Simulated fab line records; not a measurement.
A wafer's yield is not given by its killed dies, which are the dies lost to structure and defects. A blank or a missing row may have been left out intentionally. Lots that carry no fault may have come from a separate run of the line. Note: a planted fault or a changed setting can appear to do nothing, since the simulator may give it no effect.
One fault seen from 2 desks + flow berkeleyCmos170 + each desk has only its own numbers; what lay behind them comes last

FROM THE METROLOGY DESK
What the gauges read, lot by lot, whatever tool the lot ran on: means of the sampled wafers that have a number. Any lot whose mean is over 4 standard deviations away from the usual mean is out of limits and marked OUT; that distance is given in the brackets.
Columns: A = GATE_POLY_THK at UCB170_GATE_THK_MEAS_05, usual 213.1 nm; B = cdNm at UCB170_GATE_CD_MEAS_12, usual 350.2 nm; C = GATE_OVL at UCB170_GATE_OVL_MEAS_13, usual 5 nm
| lot  | first seen here | A     | B     | C |
|------|-----------------|-------|-------|---|
| L197 | day 7 22:04     | 213.9 | 350.1 | 9 |
| L202 | day 9 05:47     | 211.8 | 350.6 | 1 |
| L204 | day 9 05:48     | 212.5 | 350.9 | 1 |
| L205 | day 9 05:51     | 214.4 | 351.3 | 5 |
| L206 | day 9 05:51     | 214.9 | 350.8 | 8 |
| L212 | day 10 10:29    | 210.8 | 350.3 | 3 |
| L214 | day 11 00:22    | 213.7 | 347.6 | 2 |
This desk's finding: nothing out of limits on any of the 7 lots.

TOOL OWNER'S DESK, rieSi-02
The tool's own readings at UCB170_GATE_ETCH_15 (etches poly-Si in HBr/Cl2, stops on SiO2, time 56.3 s, target depth 278.2 nm): means of the sampled wafers that have a number, for each lot that ran on this tool. Any lot whose mean is over 4 standard deviations away from the usual mean is out of limits and marked OUT; that distance is given in the brackets.
Columns: A = drypumpMotorCurrentA at UCB170_GATE_ETCH_15, usual 5.9 A; B = heBacksideLeakSccm at UCB170_GATE_ETCH_15, usual 2.56 sccm; C = oesProductAu at UCB170_GATE_ETCH_15, usual 0.832 a.u.; D = throttleValvePct at UCB170_GATE_ETCH_15, usual 26.62 %
| lot  | first seen here | A   | B    | C     | D     |
|------|-----------------|-----|------|-------|-------|
| L197 | day 7 23:25     | 5.9 | 2.50 | 0.841 | 26.69 |
| L202 | day 9 08:05     | 5.9 | 2.56 | 0.841 | 26.68 |
| L206 | day 9 08:48     | 6.1 | 2.46 | 0.847 | 26.60 |
| L205 | day 9 09:17     | 6.1 | 2.54 | 0.845 | 26.61 |
This desk's finding: nothing out of limits on any of the 4 lots.

PUT TOGETHER
Nothing out of limits was seen by the metrology desk.
The tool owner's desk saw nothing out of limits.

WHAT THE SIMULATOR PUT IN
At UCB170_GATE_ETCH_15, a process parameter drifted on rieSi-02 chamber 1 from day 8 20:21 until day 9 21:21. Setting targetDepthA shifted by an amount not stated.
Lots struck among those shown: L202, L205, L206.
